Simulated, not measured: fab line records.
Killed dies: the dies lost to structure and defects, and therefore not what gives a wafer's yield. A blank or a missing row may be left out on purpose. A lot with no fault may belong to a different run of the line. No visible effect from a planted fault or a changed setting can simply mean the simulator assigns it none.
Which tool did it? / flow rit cmos / 42 wafers from 14 lots sampled at 3 of the route's 202 steps

WHAT EACH GAUGE READ, for each wafer
RIT_NWELL_OVL_MEAS_06. Usual: NWELL_OVL gives 0.9 nm (standard deviation 1.5).
lot=L207; measured=day 2 02:11; on=overlay-02; NWELL_OVL (nm)=1.3 0.4 0.9; flag=
lot=L209; measured=day 2 13:08; on=overlay-01; NWELL_OVL (nm)=0.8 0.2 -0.3; flag=
lot=L211; measured=day 2 22:42; on=overlay-02; NWELL_OVL (nm)=3.5 2.7 2.1; flag=
lot=L217; measured=day 4 08:43; on=overlay-01; NWELL_OVL (nm)=0.1 1.3 0.8; flag=
lot=L218; measured=day 4 09:27; on=overlay-01; NWELL_OVL (nm)=-0.1 2.6 0.2; flag=
lot=L219; measured=day 4 15:48; on=overlay-02; NWELL_OVL (nm)=-0.9 0.6 -0.4; flag=
lot=L220; measured=day 4 21:56; on=overlay-02; NWELL_OVL (nm)=3.6 -0.3 0.2; flag=
lot=L222; measured=day 5 05:52; on=overlay-02; NWELL_OVL (nm)=3.6 3.0 2.4; flag=
lot=L223; measured=day 5 12:12; on=overlay-02; NWELL_OVL (nm)=1.8 1.0 2.2; flag=
lot=L224; measured=day 5 18:51; on=overlay-01; NWELL_OVL (nm)=2.0 2.7 0.9; flag=
lot=L225; measured=day 5 20:49; on=overlay-01; NWELL_OVL (nm)=-0.3 0.7 1.4; flag=
lot=L226; measured=day 6 00:59; on=overlay-01; NWELL_OVL (nm)=1.6 1.5 2.1; flag=
lot=L227; measured=day 6 07:52; on=overlay-01; NWELL_OVL (nm)=-2.4 -0.5 -2.5; flag=
lot=L228; measured=day 6 12:32; on=overlay-01; NWELL_OVL (nm)=-0.2 1.2 0.9; flag=

RIT_M1_OVL_MEAS_10. Usual: M1_OVL gives 0.6 nm (standard deviation 1.3).
lot=L207; measured=day 3 13:47; on=overlay-02; M1_OVL (nm)=0.0 -0.3 -0.2; flag=
lot=L209; measured=day 3 23:01; on=overlay-01; M1_OVL (nm)=-0.1 0.4 0.8; flag=
lot=L211; measured=day 4 11:38; on=overlay-01; M1_OVL (nm)=0.0 -1.6 0.1; flag=
lot=L217; measured=day 5 21:26; on=overlay-01; M1_OVL (nm)=0.6 0.6 0.8; flag=
lot=L218; measured=day 6 00:06; on=overlay-02; M1_OVL (nm)=0.5 -1.1 -1.0; flag=
lot=L219; measured=day 6 04:56; on=overlay-01; M1_OVL (nm)=2.3 3.7 2.6; flag=
lot=L220; measured=day 6 11:48; on=overlay-01; M1_OVL (nm)=-0.1 0.6 -0.4; flag=
lot=L222; measured=day 6 16:08; on=overlay-02; M1_OVL (nm)=-1.7 1.6 1.2; flag=
lot=L223; measured=day 7 01:20; on=overlay-02; M1_OVL (nm)=-0.4 -1.8 -1.2; flag=
lot=L224; measured=day 7 05:41; on=overlay-01; M1_OVL (nm)=-0.5 -0.1 0.1; flag=
lot=L225; measured=day 7 07:29; on=overlay-02; M1_OVL (nm)=0.1 0.3 1.8; flag=
lot=L226; measured=day 7 15:26; on=overlay-01; M1_OVL (nm)=0.1 0.5 0.6; flag=
lot=L227; measured=day 7 21:39; on=overlay-01; M1_OVL (nm)=-0.8 -0.2 1.5; flag=
lot=L228; measured=day 7 23:28; on=overlay-01; M1_OVL (nm)=1.8 1.1 1.2; flag=

TOOL THAT RAN EACH LOT (tool first, then ch and the chambers of the sampled wafers, then the start)
lot=L207; RIT_CONTACT_CLEAN_13=wet bench-03 ch 1, day 3 11:49
lot=L209; RIT_CONTACT_CLEAN_13=wet bench-03 ch 2, day 3 21:04
lot=L211; RIT_CONTACT_CLEAN_13=wet bench-03 ch 1, day 4 09:47
lot=L217; RIT_CONTACT_CLEAN_13=wet bench-04 ch 2, day 5 19:25
lot=L218; RIT_CONTACT_CLEAN_13=wet bench-04 ch 2, day 5 22:05
lot=L219; RIT_CONTACT_CLEAN_13=wet bench-03 ch 0, day 6 03:05
lot=L220; RIT_CONTACT_CLEAN_13=wet bench-01 ch 0, day 6 09:58
lot=L222; RIT_CONTACT_CLEAN_13=wet bench-03 ch 2, day 6 14:16
lot=L223; RIT_CONTACT_CLEAN_13=wet bench-04 ch 0, day 6 23:30
lot=L224; RIT_CONTACT_CLEAN_13=wet bench-03 ch 3, day 7 03:43
lot=L225; RIT_CONTACT_CLEAN_13=wet bench-04 ch 3, day 7 05:38
lot=L226; RIT_CONTACT_CLEAN_13=wet bench-04 ch 0, day 7 13:36
lot=L227; RIT_CONTACT_CLEAN_13=wet bench-04 ch 0, day 7 19:38
lot=L228; RIT_CONTACT_CLEAN_13=wet bench-01 ch 2, day 7 21:29
- RIT_CONTACT_CLEAN_13: cleans in SC1, time 600 s.

AS READ BY THE TOOLS THEMSELVES (means over the sampled wafers that have a number; for cases with no such wafer, the mark the record gives instead)
RIT_CONTACT_CLEAN_13. Usual: bath guard temp C 74.2 C, standard deviation 0.59; bath heat duty pct 14.5 %, standard deviation 1.8.
lot=L207; tool=wet bench-03; bath guard temp C (C)=73.8; bath heat duty pct (%)=15.7; flag=
lot=L209; tool=wet bench-03; bath guard temp C (C)=73.7; bath heat duty pct (%)=14.4; flag=
lot=L211; tool=wet bench-03; bath guard temp C (C)=73.8; bath heat duty pct (%)=16.4; flag=
lot=L217; tool=wet bench-04; bath guard temp C (C)=-; bath heat duty pct (%)=-; flag=OFF
lot=L218; tool=wet bench-04; bath guard temp C (C)=-; bath heat duty pct (%)=-; flag=OFF
lot=L219; tool=wet bench-03; bath guard temp C (C)=74.8; bath heat duty pct (%)=19.0; flag=
lot=L220; tool=wet bench-01; bath guard temp C (C)=73.8; bath heat duty pct (%)=14.8; flag=
lot=L222; tool=wet bench-03; bath guard temp C (C)=73.9; bath heat duty pct (%)=13.7; flag=
lot=L223; tool=wet bench-04; bath guard temp C (C)=74.6; bath heat duty pct (%)=12.7; flag=
lot=L224; tool=wet bench-03; bath guard temp C (C)=73.4; bath heat duty pct (%)=14.2; flag=
lot=L225; tool=wet bench-04; bath guard temp C (C)=74.6; bath heat duty pct (%)=13.0; flag=
lot=L226; tool=wet bench-04; bath guard temp C (C)=74.6; bath heat duty pct (%)=12.3; flag=
lot=L227; tool=wet bench-04; bath guard temp C (C)=74.6; bath heat duty pct (%)=11.9; flag=
lot=L228; tool=wet bench-01; bath guard temp C (C)=75.0; bath heat duty pct (%)=14.4; flag=

THE ANSWER, worked out from the rows above alone
Rule: a lot counts as off when the mean over its wafers that have a number is more than 3 standard deviations away from the usual mean. Also off: a lot with no number at a reading for which 4 or more lots have one. Where the step has rows for the other lots, those lots are counted as sound. Order of review: gauges by route order, followed by the tools' own readings, for which a lot's mean as printed above is used. The first step at which some lot is off is used, and at that step the reading that is off furthest; a lot without a number counts as furthest.
Off: L217, L218, at RIT_CONTACT_CLEAN_13 (bath guard temp C). Without a number there: L217, L218.
A tool fits if, at that step or a process step before it, it ran every lot that is off, and no sound lot after the first of them. Not one of the candidates tried fits.

WHAT THE SIMULATOR PUT IN
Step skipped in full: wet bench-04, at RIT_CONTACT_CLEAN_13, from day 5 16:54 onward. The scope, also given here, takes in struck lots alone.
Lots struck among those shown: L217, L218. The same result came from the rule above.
